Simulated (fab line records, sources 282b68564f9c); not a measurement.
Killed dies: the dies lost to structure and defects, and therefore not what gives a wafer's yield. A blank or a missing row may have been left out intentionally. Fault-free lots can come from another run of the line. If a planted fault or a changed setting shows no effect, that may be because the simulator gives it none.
Which tool did it? | flow rit-cmos | Sampling: 13 lots, 39 wafers, 2 of 202 route steps

== WHAT THE GAUGES SHOWED, per wafer ==
RIT_GATE_CD_MEAS_16: target cd 150 nm.
lot  | measured    | on        | cd-nm (nm)
L162 | day 2 15:35 | cd-sem-02 | 148.4 148.7 149.0
L167 | day 3 19:37 | cd-sem-02 | 150.8 148.8 147.5
L166 | day 3 19:53 | cd-sem-01 | 150.6 151.8 150.1
L168 | day 3 21:04 | cd-sem-02 | 150.6 151.2 148.2
L169 | day 4 05:59 | cd-sem-01 | 127.2 128.9 126.1
L170 | day 4 10:23 | cd-sem-01 | 146.8 147.3 148.8
L178 | day 5 22:18 | cd-sem-01 | 149.4 148.6 149.9
L179 | day 6 02:57 | cd-sem-01 | 149.3 149.1 148.7
L180 | day 6 13:01 | cd-sem-01 | 149.7 149.8 149.0
L181 | day 6 15:41 | cd-sem-02 | 150.7 149.7 150.5
L182 | day 6 20:43 | cd-sem-02 | 153.1 151.2 151.4
L184 | day 7 08:44 | cd-sem-01 | 152.8 150.3 152.8
L185 | day 7 10:08 | cd-sem-01 | 152.6 150.9 150.2

== EACH LOT AND THE TOOL THAT RAN IT (in order: tool; ch and the chambers of the sampled wafers; start) ==
lot  | RIT_GATE_EXPOSE_13
L162 | iline-stepper-02 ch 0, day 2 15:10
L167 | iline-stepper-02 ch 0, day 3 19:04
L166 | iline-stepper-02 ch 0, day 3 19:29
L168 | iline-stepper-02 ch 0, day 3 20:40
L169 | iline-stepper-02 ch 0, day 4 05:35
L170 | iline-stepper-01 ch 0, day 4 09:46
L178 | iline-stepper-01 ch 0, day 5 21:54
L179 | iline-stepper-02 ch 0, day 6 02:33
L180 | iline-stepper-02 ch 0, day 6 12:37
L181 | iline-stepper-02 ch 0, day 6 15:16
L182 | iline-stepper-01 ch 0, day 6 20:19
L184 | iline-stepper-02 ch 0, day 7 08:20
L185 | iline-stepper-02 ch 0, day 7 09:34
- RIT_GATE_EXPOSE_13: exposes mask M6, target cd 150 nm.

== AS READ BY THE TOOLS THEMSELVES (means over the sampled wafers that have a number; for cases with no such wafer, the mark the record gives instead) ==
The record holds no such reading with a usual standard deviation.

== THE ANSWER, worked out from the rows above alone ==
Rule: the usual values come from the lots themselves. Put in order of their means at a reading, lots are off if they are a third of the lots or fewer, leave a main group of 4 or more, and stand apart from it by a gap of 3 or more times the standard deviation of the main group's means; of several such gaps the widest counts. If all means in a main group match to the digits the tables above print for the reading, that group is not used. A lot without any number at a reading at which 4 lots or more have one is off too. Where the step has rows for the other lots, those lots are counted as sound. After the gauges, taken in route order, come the tools' own readings; for these a lot's mean is taken, as printed above. The first step at which some lot is off is used, and at that step the reading that is off furthest; a lot without a number counts as furthest.
Off: L169 (RIT_GATE_CD_MEAS_16, cd-nm). For the main group the mean is 150.0 nm and the standard deviation 1.3.
A tool fits if, at a process step before that reading, it ran every lot that is off, and no sound lot after the first of them. The gauges at RIT_GATE_CD_MEAS_16 are tried like those tools. Of those tried, none fits.

== WHAT WAS PUT IN BY THE SIMULATOR ==
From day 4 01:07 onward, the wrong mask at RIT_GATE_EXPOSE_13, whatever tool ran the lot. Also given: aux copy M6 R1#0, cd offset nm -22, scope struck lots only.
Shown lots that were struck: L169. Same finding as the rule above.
